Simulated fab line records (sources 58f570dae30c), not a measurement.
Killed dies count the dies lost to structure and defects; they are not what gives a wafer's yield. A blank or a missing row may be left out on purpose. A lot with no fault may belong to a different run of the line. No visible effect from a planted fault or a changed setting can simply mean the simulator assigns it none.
Split-lot study / flow berkeley cmos170 / 23 wafers read across 5 lots, on a route 331 steps long

== THE SPLIT ==
At UCB170_SILICIDE_SPUTTER_01 (material Ti, target thk 30 nm, time 25 s), the setting time s was moved away from the recipe's 25 s on 8 of the 23 wafers read, by +10.0% to +13.8%. All remaining wafers had this setting at the recipe value.

== FROM THE SPLIT TO THE READING: what the file shows between them, 1 step ==
- UCB170_SILICIDE_RS_MEAS_02: measures by four-point-probe

== THE READING ==
SILICIDE_TI_THK, in nm, at UCB170_SILICIDE_THK_MEAS_03 (measures by xrf). Fault-free wafers of this fab line usually give 30.2 nm, standard deviation 0.41 nm.

wafer=L074.1; tool, chamber at the split=pvd sputter-03, -; time s as run, s=27.91; against the recipe=+11.6%; SILICIDE_TI_THK, nm=34.0; against lot-mates on the recipe=+3.5
wafer=L074.2; tool, chamber at the split=pvd sputter-03, -; time s as run, s=25; against the recipe=recipe; SILICIDE_TI_THK, nm=30.1; against lot-mates on the recipe=-
wafer=L074.4; tool, chamber at the split=pvd sputter-03, -; time s as run, s=25; against the recipe=recipe; SILICIDE_TI_THK, nm=30.8; against lot-mates on the recipe=-
wafer=L074.5; tool, chamber at the split=pvd sputter-03, -; time s as run, s=25; against the recipe=recipe; SILICIDE_TI_THK, nm=30.5; against lot-mates on the recipe=-
wafer=L074.6; tool, chamber at the split=pvd sputter-03, -; time s as run, s=27.91; against the recipe=+11.6%; SILICIDE_TI_THK, nm=33.9; against lot-mates on the recipe=+3.4
wafer=L076.1; tool, chamber at the split=pvd sputter-04, -; time s as run, s=27.51; against the recipe=+10.0%; SILICIDE_TI_THK, nm=33.8; against lot-mates on the recipe=+3.6
wafer=L076.2; tool, chamber at the split=pvd sputter-04, -; time s as run, s=25; against the recipe=recipe; SILICIDE_TI_THK, nm=30.5; against lot-mates on the recipe=-
wafer=L076.3; tool, chamber at the split=pvd sputter-04, -; time s as run, s=25; against the recipe=recipe; SILICIDE_TI_THK, nm=29.9; against lot-mates on the recipe=-
wafer=L076.4; tool, chamber at the split=pvd sputter-04, -; time s as run, s=27.51; against the recipe=+10.0%; SILICIDE_TI_THK, nm=33.4; against lot-mates on the recipe=+3.2
wafer=L076.6; tool, chamber at the split=pvd sputter-04, -; time s as run, s=27.51; against the recipe=+10.0%; SILICIDE_TI_THK, nm=32.8; against lot-mates on the recipe=+2.6
wafer=L081.1; tool, chamber at the split=pvd sputter-04, -; time s as run, s=25; against the recipe=recipe; SILICIDE_TI_THK, nm=30.6; against lot-mates on the recipe=-
wafer=L081.2; tool, chamber at the split=pvd sputter-04, -; time s as run, s=25; against the recipe=recipe; SILICIDE_TI_THK, nm=30.5; against lot-mates on the recipe=-
wafer=L081.3; tool, chamber at the split=pvd sputter-04, -; time s as run, s=25; against the recipe=recipe; SILICIDE_TI_THK, nm=29.9; against lot-mates on the recipe=-
wafer=L081.5; tool, chamber at the split=pvd sputter-04, -; time s as run, s=25; against the recipe=recipe; SILICIDE_TI_THK, nm=30.8; against lot-mates on the recipe=-
wafer=L081.6; tool, chamber at the split=pvd sputter-04, -; time s as run, s=25; against the recipe=recipe; SILICIDE_TI_THK, nm=30.6; against lot-mates on the recipe=-
wafer=L082.1; tool, chamber at the split=pvd sputter-04, -; time s as run, s=25; against the recipe=recipe; SILICIDE_TI_THK, nm=29.7; against lot-mates on the recipe=-
wafer=L082.2; tool, chamber at the split=pvd sputter-04, -; time s as run, s=25; against the recipe=recipe; SILICIDE_TI_THK, nm=30.6; against lot-mates on the recipe=-
wafer=L082.4; tool, chamber at the split=pvd sputter-04, -; time s as run, s=25; against the recipe=recipe; SILICIDE_TI_THK, nm=30.4; against lot-mates on the recipe=-
wafer=L084.1; tool, chamber at the split=pvd sputter-04, -; time s as run, s=28.45; against the recipe=+13.8%; SILICIDE_TI_THK, nm=34.6; against lot-mates on the recipe=+4.4
wafer=L084.3; tool, chamber at the split=pvd sputter-04, -; time s as run, s=25; against the recipe=recipe; SILICIDE_TI_THK, nm=30.0; against lot-mates on the recipe=-
wafer=L084.4; tool, chamber at the split=pvd sputter-04, -; time s as run, s=25; against the recipe=recipe; SILICIDE_TI_THK, nm=30.5; against lot-mates on the recipe=-
wafer=L084.5; tool, chamber at the split=pvd sputter-04, -; time s as run, s=28.45; against the recipe=+13.8%; SILICIDE_TI_THK, nm=34.8; against lot-mates on the recipe=+4.5
wafer=L084.6; tool, chamber at the split=pvd sputter-04, -; time s as run, s=28.45; against the recipe=+13.8%; SILICIDE_TI_THK, nm=34.2; against lot-mates on the recipe=+4.0

FIT RESULTS
A straight line over all 23 wafers: SILICIDE_TI_THK changes by +0.302 nm for each +1% of time s; r = +0.98; the points scatter about the line by 0.34 nm.
The same after taking each lot's own level away (the mean of its wafers on the recipe; 23 wafers): +0.308 nm for each +1%; r = +0.99; scatter 0.32 nm.
On that fit, the largest move of time s shifts the reading by 4.3 nm.
The span of the lots' own levels, 30.20 to 30.48 nm, comes to 0.7 times the standard deviation stated above.
The two slopes are in agreement: the lot-to-lot level therefore moves the slope only a little.
Check: for one of the wafers moved furthest among these (+13.8%), held out of the fit, the line's prediction against its lot-mates is +4.23 nm. Against them it came out at +4.35 nm.

== FURTHER SPLITS ON THESE WAFERS ==
These wafers also went through other splits before the reading. Each is held against what the fit with the lots' levels taken away leaves over:
other split on the same wafers=UCB170_PSD_EXPOSE_03 dose mj; wafers away from the commonest value=4; r with SILICIDE_TI_THK (lot level and that fit taken away)=+0.09

== THE WHOLE CHAIN: every reading that the file lists as answering this split, in the file's order ==
step=UCB170_SILICIDE_SPUTTER_01; what it does=material Ti, target thk 30 nm, time 25 s; reading=Ti_of_SILICIDE_SPUTTER_01.thk nm (the simulator's own value, which no gauge read); change (the file's fit)=+0.307 nm for each +1% of the setting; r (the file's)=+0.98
step=UCB170_SILICIDE_RS_MEAS_02; what it does=measures by four-point-probe; reading=SILICIDE_TI_RS; change (the file's fit)=-0.274 for each +1% of the setting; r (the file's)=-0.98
step=UCB170_SILICIDE_THK_MEAS_03; what it does=measures by xrf; reading=SILICIDE_TI_THK; change (the file's fit)=+0.307 for each +1% of the setting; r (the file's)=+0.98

== THE FILE'S OWN FIT ==
SILICIDE_TI_THK changes by +0.307 nm for each +1% of time s, r = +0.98.
